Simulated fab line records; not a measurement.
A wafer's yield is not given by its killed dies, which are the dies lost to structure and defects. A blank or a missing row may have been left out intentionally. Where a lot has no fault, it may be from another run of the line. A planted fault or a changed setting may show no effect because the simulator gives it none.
Matching of chambers || flow ritCmos || 4 sister chambers for RIT_SPACER_ETCHBACK_05 on rieDiel-01
The step etches Si3N4 in SF6/CHF3, stops on SiO2, target depth 250 nm, time 240 s. 14 wafers are shown with their chamber, then 7 later ones without.

WAFERS WITH THEIR CHAMBER
{"wafer": "L921.2", "chamber": 2, "throttleValvePct (%)": 10.11, "drypumpMotorCurrentA (A)": 6.4, "oesProductAu (a.u.)": 0.856}
{"wafer": "L921.4", "chamber": 0, "throttleValvePct (%)": 10.51, "drypumpMotorCurrentA (A)": 5.8, "oesProductAu (a.u.)": 0.836}
{"wafer": "L921.6", "chamber": 3, "throttleValvePct (%)": 10.00, "drypumpMotorCurrentA (A)": 6.0, "oesProductAu (a.u.)": 0.829}
{"wafer": "L925.1", "chamber": 2, "throttleValvePct (%)": 10.11, "drypumpMotorCurrentA (A)": 6.4, "oesProductAu (a.u.)": 0.858}
{"wafer": "L925.2", "chamber": 0, "throttleValvePct (%)": 10.51, "drypumpMotorCurrentA (A)": 5.8, "oesProductAu (a.u.)": 0.838}
{"wafer": "L925.6", "chamber": 0, "throttleValvePct (%)": 10.51, "drypumpMotorCurrentA (A)": 5.7, "oesProductAu (a.u.)": 0.836}
{"wafer": "L926.2", "chamber": 3, "throttleValvePct (%)": 9.99, "drypumpMotorCurrentA (A)": 6.0, "oesProductAu (a.u.)": 0.838}
{"wafer": "L926.3", "chamber": 0, "throttleValvePct (%)": 10.50, "drypumpMotorCurrentA (A)": 5.8, "oesProductAu (a.u.)": 0.838}
{"wafer": "L926.4", "chamber": 1, "throttleValvePct (%)": 10.31, "drypumpMotorCurrentA (A)": 5.4, "oesProductAu (a.u.)": 0.823}
{"wafer": "L927.1", "chamber": 1, "throttleValvePct (%)": 10.31, "drypumpMotorCurrentA (A)": 5.4, "oesProductAu (a.u.)": 0.836}
{"wafer": "L927.2", "chamber": 2, "throttleValvePct (%)": 10.11, "drypumpMotorCurrentA (A)": 6.3, "oesProductAu (a.u.)": 0.852}
{"wafer": "L927.4", "chamber": 3, "throttleValvePct (%)": 10.01, "drypumpMotorCurrentA (A)": 6.0, "oesProductAu (a.u.)": 0.856}
{"wafer": "L933.1", "chamber": 2, "throttleValvePct (%)": 10.11, "drypumpMotorCurrentA (A)": 6.4, "oesProductAu (a.u.)": 0.852}
{"wafer": "L933.5", "chamber": 1, "throttleValvePct (%)": 10.30, "drypumpMotorCurrentA (A)": 5.5, "oesProductAu (a.u.)": 0.822}

SIGNATURES, as means of the wafers listed above
{"reading": "throttleValvePct", "chamber 0": 10.5075, "chamber 1": 10.3067, "chamber 2": 10.1100, "chamber 3": 10.0000, "scatter within a chamber": 0.00585}
{"reading": "drypumpMotorCurrentA", "chamber 0": 5.775, "chamber 1": 5.433, "chamber 2": 6.375, "chamber 3": 6.000, "scatter within a chamber": 0.0465}
{"reading": "oesProductAu", "chamber 0": 0.83700, "chamber 1": 0.82700, "chamber 2": 0.85450, "chamber 3": 0.84100, "scatter within a chamber": 0.00729}
Rule: for a wafer and a chamber, the distance is found by dividing, reading by reading, the gap between the wafer's reading and the chamber's mean by the reading's scatter, squaring, summing and taking the root. The wafer belongs to the nearest chamber; if the next one is less than 2 further off, it can't be placed. The scatter is the square root of a quotient: the sum, over the shown wafers, of each reading's squared deviation from its chamber's mean, divided by wafers minus chambers.

WAFERS MISSING THEIR CHAMBER
{"wafer": "L933.6", "throttleValvePct (%)": 10.49, "drypumpMotorCurrentA (A)": 5.7, "oesProductAu (a.u.)": 0.835}
{"wafer": "L939.1", "throttleValvePct (%)": 10.10, "drypumpMotorCurrentA (A)": 6.3, "oesProductAu (a.u.)": 0.857}
{"wafer": "L939.5", "throttleValvePct (%)": 10.34, "drypumpMotorCurrentA (A)": 5.4, "oesProductAu (a.u.)": 0.847}
{"wafer": "L939.6", "throttleValvePct (%)": 10.53, "drypumpMotorCurrentA (A)": 5.7, "oesProductAu (a.u.)": 0.833}
{"wafer": "L943.3", "throttleValvePct (%)": 10.32, "drypumpMotorCurrentA (A)": 5.5, "oesProductAu (a.u.)": 0.823}
{"wafer": "L943.4", "throttleValvePct (%)": 10.00, "drypumpMotorCurrentA (A)": 6.0, "oesProductAu (a.u.)": 0.857}
{"wafer": "L943.5", "throttleValvePct (%)": 10.01, "drypumpMotorCurrentA (A)": 6.0, "oesProductAu (a.u.)": 0.851}

EACH ONE'S CHAMBER
{"wafer": "L933.6", "from the rows above": 0, "in truth": 0}
{"wafer": "L939.1", "from the rows above": 2, "in truth": 2}
{"wafer": "L939.5", "from the rows above": 1, "in truth": 1}
{"wafer": "L939.6", "from the rows above": 0, "in truth": 0}
{"wafer": "L943.3", "from the rows above": 1, "in truth": 1}
{"wafer": "L943.4", "from the rows above": 3, "in truth": 3}
{"wafer": "L943.5", "from the rows above": 3, "in truth": 3}
Correctly placed: 7 of 7. Left unplaced by these rows: 0. Number placed wrongly: 0.
